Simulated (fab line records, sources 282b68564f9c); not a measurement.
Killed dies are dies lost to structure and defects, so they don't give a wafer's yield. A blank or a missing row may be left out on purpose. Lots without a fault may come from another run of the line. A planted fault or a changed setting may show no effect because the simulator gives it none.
A struck lot beside a sound one | flow rit_cmos | 44 steps out of a route of 202
Sound: wafers L640.1, L640.5, L640.6. Struck: wafers L646.2, L646.4, L646.5. The cause comes at the end.
At each step with rows: each side's tool, then ch and its chambers, then its first start. Under that, the readings that differ: sound wafers | struck wafers | difference of the means | sigmas: that difference in standard deviations of wafers without a fault.
alike: readings whose means differ by less than 2 such deviations, and words and numbers that are the same on both sides. not compared: withheld readings, readings that some wafer has no value for, bounds like >300 that may hide the same value, and numbers for which the record gives no deviation and whose values overlap.
The two part at a step that has a row with sigmas, a row that says differs or no value, or rows on one side only. Numbers that don't overlap but have no deviation are shown without sigmas and don't part them. A reading that every wafer of one side lacks parts them only if that side has two wafers or more.

first, 3 steps without rows for these wafers: RIT_REOX_CLEAN_01 (cleans in dHF, time 30 s); RIT_REOX_CLEAN_02 (cleans in SC2, time 600 s); RIT_REOX_OXIDATION_03 (target thk 25.2 nm, ox time 5580 s).
RIT_REOX_THK_MEAS_04:
  sound on film_metro-01, day 3 13:59; struck on film_metro-03, day 4 18:46
  alike: REOX_OXIDE_THK
then, 6 steps without rows for these wafers: RIT_NLDD_HMDS_00 (prime time 60 s); RIT_NLDD_COAT_01 (resist thk 1000 nm); RIT_NLDD_SOFTBAKE_02 (time 60 s); RIT_NLDD_EXPOSE_03 (exposes mask M7, target cd 40700 nm); RIT_NLDD_PEB_04; RIT_NLDD_DEVELOP_05 (develop time 50 s).
RIT_NLDD_OVL_MEAS_06:
  sound on overlay-02, day 3 14:54; struck on overlay-02, day 4 19:47
  alike: NLDD_OVL
then, 1 step without rows for these wafers: RIT_NLDD_HARDBAKE_07 (time 60 s).
RIT_NLDD_IMPLANT_08:
  sound on implanter-03 ch 0, day 3 15:05; struck on implanter-03 ch 0, day 4 20:19
  alike: dose_ions_cm2
RIT_NLDD_STRIP_09: strips in O2, time 180 s.
  sound on plasma_asher-04 ch 0,1, day 3 15:14; struck on plasma_asher-04 ch 0,1, day 4 20:26
  alike: drypump_motor_current_A
  not compared: rf_hours_counter_h
RIT_NLDD_TW_MEAS_10:
  sound on film_metro-03, day 3 15:25; struck on film_metro-03, day 4 20:37
  reading | sound          | struck         | difference | sigmas
  NLDD_TW | 2480 2474 2471 | 2939 2950 2929 | +464       | +39
then, 6 steps without rows for these wafers: RIT_PLDD_HMDS_00 (prime time 60 s); RIT_PLDD_COAT_01 (resist thk 1000 nm); RIT_PLDD_SOFTBAKE_02 (time 60 s); RIT_PLDD_EXPOSE_03 (exposes mask M8, target cd 40900 nm); RIT_PLDD_PEB_04; RIT_PLDD_DEVELOP_05 (develop time 50 s).
RIT_PLDD_OVL_MEAS_06:
  sound on overlay-02, day 3 16:19; struck on overlay-02, day 4 21:44
  alike: PLDD_OVL
then, 2 steps without rows for these wafers: RIT_PLDD_HARDBAKE_07 (time 60 s); RIT_PLDD_IMPLANT_08.
RIT_PLDD_STRIP_09: strips in O2, time 180 s.
  sound on plasma_asher-04 ch 0,1, day 3 16:40; struck on plasma_asher-03 ch 0,1, day 4 22:11
  alike: drypump_motor_current_A
  not compared: rf_hours_counter_h
RIT_PLDD_TW_MEAS_10:
  sound on film_metro-04, day 3 16:50; struck on film_metro-02, day 4 22:22
  alike: PLDD_TW
then, 4 steps without rows for these wafers: RIT_SPACER_CLEAN_00 (cleans in SC1, time 600 s); RIT_SPACER_CLEAN_01 (cleans in dHF, time 30 s); RIT_SPACER_CLEAN_02 (cleans in SC2, time 600 s); RIT_SPACER_CVD_03 (deposits Si3N4 from SiH2Cl2/NH3, target thk 250 nm, time 3300 s).
RIT_SPACER_THK_MEAS_04:
  sound on film_metro-03, day 3 19:11; struck on film_metro-02, day 5 00:44
  reading                 | sound             | struck            | difference | sigmas
  SPACER_NITRIDE_THK (nm) | 248.7 248.4 249.0 | 254.3 254.4 255.4 | +6.0       | +2
RIT_SPACER_ETCHBACK_05: etches Si3N4 in SF6/CHF3, stops on SiO2, target depth 250 nm, time 240 s.
  sound on rie_diel-04 ch 0,1,2, day 3 19:14; struck on rie_diel-03 ch 1,2,3, day 5 00:47
  alike: drypump_motor_current_A, oes_product_au, throttle_valve_pct
  not compared: rf_hours_counter_h
then, 6 steps without rows for these wafers: RIT_NSD_HMDS_00 (prime time 60 s); RIT_NSD_COAT_01 (resist thk 1000 nm); RIT_NSD_SOFTBAKE_02 (time 60 s); RIT_NSD_EXPOSE_03 (exposes mask M9, target cd 40700 nm); RIT_NSD_PEB_04; RIT_NSD_DEVELOP_05 (develop time 50 s).
RIT_NSD_OVL_MEAS_06:
  sound on overlay-01, day 3 20:14; struck on overlay-01, day 5 01:59
  alike: NSD_OVL
then, 2 steps without rows for these wafers: RIT_NSD_HARDBAKE_07 (time 60 s); RIT_NSD_IMPLANT_08.
RIT_NSD_STRIP_09: strips in O2, time 180 s.
  sound on plasma_asher-03 ch 0,1, day 3 20:34; struck on plasma_asher-02 ch 1, day 5 02:19
  alike: drypump_motor_current_A
  not compared: rf_hours_counter_h
RIT_SDANNEAL_RS_MEAS_07: measures by four-point-probe.
  sound on film_metro-02, day 3 23:16; struck on film_metro-04, day 5 05:14
  reading          | sound             | struck         | difference | sigmas
  NLDD_RS (ohm/sq) | 152.6 152.6 152.9 | 87.1 86.9 86.9 | -65.7      | -99 or more
RIT_M1_PROBE_99:
  the record has rows for the struck wafers here (prober-01, day 5 13:23) and none for the sound ones

WHERE THEY PART
First at RIT_NLDD_TW_MEAS_10; last, within this record, at RIT_M1_PROBE_99.

WHY: what the simulator had put in
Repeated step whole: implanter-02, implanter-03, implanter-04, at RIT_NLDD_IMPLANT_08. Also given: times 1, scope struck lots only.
